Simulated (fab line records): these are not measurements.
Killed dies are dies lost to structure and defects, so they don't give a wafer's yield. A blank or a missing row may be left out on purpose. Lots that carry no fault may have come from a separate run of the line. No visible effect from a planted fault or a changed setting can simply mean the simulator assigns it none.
Problem report, 8D (eight disciplines) form, completed by code :: flow rit-cmos :: the parts of the form that need people (team, actions taken, sign-off) are left out

1. THE PROBLEM
At RIT_M1_METAL_ETCH_12, run-length-s averages 151.6 s over 6 wafers from 2 lots, while fault-free wafers read 193.1 s, standard deviation 0.37. So: -99 or more standard deviations from the usual mean.
The step: etches Al in Cl2/BCl3, stops on SiO2, time 165 s, target depth 600 nm.
The first sign was on wafer L652.3 at day 6 04:19, on rie-metal-03. The record has a number at this step for 42 wafers belonging to 14 lots. The rule behind "out" and "out of limits": a value lying over 4 standard deviations away from the usual mean. The other wafers with a number count as sound.

2. WHAT THIS IS AND IS NOT
question: which readings at this step
is: run-length-s, oes-product-au
is not: drypump-motor-current-A, throttle-valve-pct

question: which lots
is: L652, L655
is not: L640, L641, L643, L644, L645, L646, L648, L650, L659, L660, L662, L663

question: which wafers of those lots
is: all that have a number
is not: -

question: read on which tools
is: rie-metal-03
is not: rie-metal-01, rie-metal-04

question: when
is: from day 6 04:19
is not: up to then (24 sound wafers); but 12 sound wafers of L659, L660, L662, L663 came after

3. WHAT RULES OUT EACH SUSPECT
Counting: any tool at a process step up to the reading is kept as a suspect provided that every lot that is out went through it and no sound lot did after the first of them.
- rie-metal-03 at RIT_M1_METAL_ETCH_12 (etches Al in Cl2/BCl3, stops on SiO2, time 165 s, target depth 600 nm): kept. Every lot that is out went through it, starting with L652 (day 6 04:19), and after that it ran no sound lot; the last sound lot it ran before then is L646 (day 4 19:50). Its own oes-product-au, run-length-s readings are out on those wafers.
The count leaves rie-metal-03 at RIT_M1_METAL_ETCH_12.

4. THE CAUSE (what the simulator had put in)
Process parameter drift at RIT_M1_METAL_ETCH_12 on rie-metal-03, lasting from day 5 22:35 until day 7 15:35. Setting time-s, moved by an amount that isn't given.
Counting left only this tool.

5. THE CHAIN OF EFFECTS, in route order
Each row: a reading where the mean over the struck wafers with a number is more than 3 standard deviations away from the usual. Only readings for which the record gives a usual standard deviation are gone through. hours: the time from each lot's start at the first step in this table that gives one to its start at this step, as a median over the lots. sigmas: the change in usual standard deviations.
hours: 0
step: RIT_M1_METAL_ETCH_12
reading: oes-product-au
usual: 0.757 a.u.
on struck wafers: 0.982
change: +0.225
sigmas: +12

hours: 0
step: RIT_M1_METAL_ETCH_12
reading: run-length-s
usual: 193.1 s
on struck wafers: 151.6
change: -41.5
sigmas: -99 or more
The process steps in it:
- RIT_M1_METAL_ETCH_12: etches Al in Cl2/BCl3, stops on SiO2, time 165 s, target depth 600 nm.
Readings that are blank on the struck wafers while sound wafers have them: rf-fwd-power-W at RIT_M1_METAL_ETCH_12.

6. WHAT WOULD HAVE CAUGHT IT SOONER
First out-of-limits reading in this record: day 6 04:19, which is 6 hours after fault onset at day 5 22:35.
